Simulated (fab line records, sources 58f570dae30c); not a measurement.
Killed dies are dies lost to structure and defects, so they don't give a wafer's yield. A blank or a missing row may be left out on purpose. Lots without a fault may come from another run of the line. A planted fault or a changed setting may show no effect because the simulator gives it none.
Split-lot experiment | flow berkeley_cmos170 | 5 lots, 23 wafers read, on a route of 331 steps

THE SPLIT
At UCB170_M2_PEB_13, the setting peb_temp_c was moved away from the recipe's 130 C on 9 of the 23 wafers read, by -1.2% to +2.8%. The other wafers ran this setting at the recipe's value.

FROM THE SPLIT TO THE READING: what the file shows between them, 5 steps
- UCB170_M2_DEVELOP_14: develop time 45 s
- UCB170_M2_CD_MEAS_15: target cd 700 nm
- UCB170_M2_ETCH_17: etches BARC in N2/H2
- UCB170_M2_METAL_ETCH_18: etches Al in Cl2/BCl3, stops on SiO2, target depth 1170 nm, time 195 s (also split here: icp_w)
- UCB170_M2_STRIP_19: strips in O2

THE READING
cd_nm, in nm, at UCB170_M2_CD_MEAS_90 (target cd 700 nm). Fault-free wafers of this fab line usually give 698.8 nm, standard deviation 2.9 nm.

wafer  | tool, chamber at the split | peb_temp_c as run, C | against the recipe | cd_nm, nm | against lot-mates on the recipe
L077.2 | litho_track-03, 0          | 130                  | recipe             | 695.8     | -
L077.4 | litho_track-03, 0          | 130                  | recipe             | 703.8     | -
L077.5 | litho_track-03, 0          | 130                  | recipe             | 694.7     | -
L076.1 | litho_track-03, 0          | 128.4                | -1.2%              | 714.5     | +13.3
L076.2 | litho_track-03, 0          | 128.4                | -1.2%              | 717.5     | +16.3
L076.3 | litho_track-03, 0          | 130                  | recipe             | 697.6     | -
L076.4 | litho_track-03, 0          | 128.4                | -1.2%              | 713.8     | +12.6
L076.5 | litho_track-03, 0          | 130                  | recipe             | 704.8     | -
L075.1 | litho_track-02, 0          | 133.6                | +2.8%              | 681.0     | -20.2
L075.2 | litho_track-02, 0          | 130                  | recipe             | 701.5     | -
L075.3 | litho_track-02, 0          | 130                  | recipe             | 700.6     | -
L075.4 | litho_track-02, 0          | 130                  | recipe             | 701.4     | -
L075.5 | litho_track-02, 0          | 133.6                | +2.8%              | 678.8     | -22.4
L078.2 | litho_track-03, 0          | 130                  | recipe             | 692.7     | -
L078.3 | litho_track-03, 0          | 128.5                | -1.2%              | 712.7     | +16.1
L078.4 | litho_track-03, 0          | 130                  | recipe             | 695.3     | -
L078.5 | litho_track-03, 0          | 130                  | recipe             | 701.9     | -
L078.6 | litho_track-03, 0          | 128.5                | -1.2%              | 708.8     | +12.2
L083.1 | litho_track-02, 0          | 130                  | recipe             | 700.1     | -
L083.2 | litho_track-02, 0          | 131.4                | +1.1%              | 691.7     | -6.8
L083.4 | litho_track-02, 0          | 130                  | recipe             | 695.8     | -
L083.5 | litho_track-02, 0          | 131.4                | +1.1%              | 686.8     | -11.7
L083.6 | litho_track-02, 0          | 130                  | recipe             | 699.6     | -

THE FIT
A straight line over all 23 wafers: cd_nm changes by -8.69 nm for each +1% of peb_temp_c; r = -0.92; the points scatter about the line by 3.9 nm.
The same after taking each lot's own level away (the mean of its wafers on the recipe; 23 wafers): -9.01 nm for each +1%; r = -0.95; scatter 3.2 nm.
On that fit, the largest move of peb_temp_c shifts the reading by 25 nm.
The lots' own levels span 696.63 to 701.20 nm, that is 1.6 times the standard deviation above.
So the lot-to-lot level changes the slope little: the two slopes agree.
Check: with one of the wafers moved furthest among these (+2.8%) left out of the fit, the line predicts -25.8 nm for it against its lot-mates. It came out at -20.2 nm against them.

OTHER SPLITS ON THESE WAFERS
These wafers also went through other splits before the reading. Each is held against what the fit with the lots' levels taken away leaves over:
other split on the same wafers | wafers away from the commonest value | r with cd_nm (lot level and that fit taken away)
UCB170_V1_ETCH_14 time_s       | 5                                    | -0.18
UCB170_M2_METAL_ETCH_18 icp_w  | 10                                   | -0.29

THE WHOLE CHAIN: every reading that the file lists as answering this split, in the file's order
step                    | what it does                                                           | reading                                                   | change (the file's fit)              | r (the file's)
UCB170_M2_CD_MEAS_15    | target cd 700 nm                                                       | cd_nm                                                     | -7.89 nm for each +1% of the setting | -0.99
UCB170_M2_ETCH_17       | etches BARC in N2/H2                                                   | M2.cd_nm (the simulator's own value, which no gauge read) | -8.25 nm for each +1% of the setting | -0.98
UCB170_M2_METAL_ETCH_18 | etches Al in Cl2/BCl3, stops on SiO2, target depth 1170 nm, time 195 s | M2.cd_nm (the simulator's own value, which no gauge read) | -8.79 nm for each +1% of the setting | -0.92
UCB170_M2_CD_MEAS_90    | target cd 700 nm                                                       | cd_nm                                                     | -8.77 nm for each +1% of the setting | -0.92

THE FILE'S OWN FIT
cd_nm changes by -8.77 nm for each +1% of peb_temp_c, r = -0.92.
